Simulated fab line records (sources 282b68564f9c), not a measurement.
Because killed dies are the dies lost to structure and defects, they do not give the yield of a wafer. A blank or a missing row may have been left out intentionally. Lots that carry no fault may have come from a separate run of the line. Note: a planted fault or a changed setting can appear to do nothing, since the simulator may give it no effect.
The tool behind it: which one?    flow rit_cmos    14 lots, 42 wafers sampled, at 2 steps of a route of 202

WHAT THE GAUGES SHOWED, per wafer
No reading from a measuring or inspecting step in the record can be judged against a usual standard deviation.

TOOL THAT RAN EACH LOT (tool first, then ch and the chambers of the sampled wafers, then the start)
lot   RIT_M1_HARDBAKE_11                RIT_M1_PROBE_99
L224  litho_track-04 ch 0, day 3 13:29  -
L225  litho_track-02 ch 0, day 3 20:38  -
L226  litho_track-02 ch 0, day 4 02:53  -
L229  litho_track-03 ch 0, day 4 18:08  -
L230  litho_track-02 ch 0, day 4 23:23  -
L231  litho_track-02 ch 0, day 5 01:22  prober-01, day 5 03:53
L232  litho_track-04 ch 0, day 5 05:26  prober-02, day 5 07:58
L233  litho_track-03 ch 0, day 5 13:38  prober-01, day 5 16:08
L235  litho_track-02 ch 0, day 5 22:42  prober-01, day 6 01:12
L240  litho_track-03 ch 0, day 6 20:53  prober-02, day 6 23:23
L242  litho_track-04 ch 0, day 7 13:35  -
L243  litho_track-04 ch 0, day 7 16:53  -
L244  litho_track-04 ch 0, day 7 21:26  prober-01, day 7 23:59
L245  litho_track-04 ch 0, day 8 02:47  -
- RIT_M1_HARDBAKE_11: time 120 s.
- RIT_M1_PROBE_99

WHAT THE TOOLS THEMSELVES READ (means of the sampled wafers that have a number; where no wafer has one, the mark that the record gives instead)
RIT_M1_HARDBAKE_11. Usual: heater_power_total_W 52.03 W, standard deviation 0.063; plate_temp_C 140.00 C, standard deviation 0.14.
lot   tool            heater_power_total_W (W)  plate_temp_C (C)  flag
L224  litho_track-04  52.02                     139.81            
L225  litho_track-02  51.95                     140.02            
L226  litho_track-02  51.96                     139.84            
L229  litho_track-03  52.07                     139.97            
L230  litho_track-02  52.12                     139.88            
L231  litho_track-02  51.60                     139.18            OFF
L232  litho_track-04  52.01                     140.07            
L233  litho_track-03  52.05                     140.00            
L235  litho_track-02  51.66                     139.27            OFF
L240  litho_track-03  52.05                     140.12            
L242  litho_track-04  51.99                     139.84            
L243  litho_track-04  52.06                     139.98            
L244  litho_track-04  52.04                     140.16            
L245  litho_track-04  52.01                     139.99            

RIT_M1_PROBE_99. Usual: defect_limited_yield 97.3 %, standard deviation 1.3; killed_at_contacts 0.1, standard deviation 0.3; killed_at_front_end 7, standard deviation 3.4; killed_dies 7, standard deviation 3.4; killed_open 3.6, standard deviation 2.1; killed_short 3.5, standard deviation 2.1; sort_bin_3_pad_short 0.1 %, standard deviation 0.27; sort_bin_5_function 1.5 %, standard deviation 0.75; sort_bin_6_memory 1.0 %, standard deviation 0.75; sort_n_pass 257, standard deviation 3.4; sort_yield_pct 97.3 %, standard deviation 1.3.
lot   tool       defect_limited_yield (%)  killed_at_contacts  killed_at_front_end  killed_dies  killed_open  killed_short  sort_bin_3_pad_short (%)  sort_bin_5_function (%)  sort_bin_6_memory (%)  sort_n_pass  sort_yield_pct (%)  flag
L231  prober-01  96.8                      0.0                 8                    8            5.0          3.3           0.3                       1.9                      1.0                    256          96.8                
L232  prober-02  98.4                      0.3                 4                    4            2.0          2.3           0.0                       0.8                      0.9                    260          98.4                
L233  prober-01  97.8                      0.0                 6                    6            3.3          2.3           0.0                       1.5                      0.6                    258          97.8                
L235  prober-01  98.3                      0.0                 4                    4            3.3          1.0           0.0                       0.9                      0.8                    260          98.3                
L240  prober-02  98.3                      0.0                 4                    4            2.3          2.0           0.0                       1.3                      0.4                    260          98.3                
L244  prober-01  97.1                      0.0                 8                    8            4.7          3.0           0.4                       1.5                      1.0                    256          97.1                

THE ANSWER, worked out from the rows above alone
Rule: a lot is off if the mean of its wafers that have a number lies more than 3 standard deviations from the usual mean. Also off: a lot with no number at a reading for which 4 or more lots have one. Any other lot the step has rows for is counted as sound. First the gauges in route order, then the tools' own readings, where a lot's mean is used as printed above. At the first step where some lot is off, the reading lying furthest off is the one used; lots without a number count as furthest.
Off: L231, L235 (RIT_M1_HARDBAKE_11, heater_power_total_W).
If a tool, at that step or one of the process steps before it, ran each lot that is off and ran no sound lot following the first of them, it fits. One fits: RIT_M1_HARDBAKE_11 on litho_track-02. Its last sound lot is L230 (day 4 23:23), its first lot that is off L231 (day 5 01:22): a fault that began between those two fits.
The tool's own readings at RIT_M1_HARDBAKE_11 bear it out: on the lots that are off they differ by more than 5 times the standard deviation of the sound lots' means. heater_power_total_W reads 51.63 W there against 52.03 W on the sound lots; plate_temp_C reads 139.23 C there against 139.97 C on the sound lots.

WHAT THE SIMULATOR HAD INSERTED
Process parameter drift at RIT_M1_HARDBAKE_11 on litho_track-02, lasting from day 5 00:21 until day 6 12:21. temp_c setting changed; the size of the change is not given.
Struck lots among those shown: L231, L235. This agrees with what the rule above found.
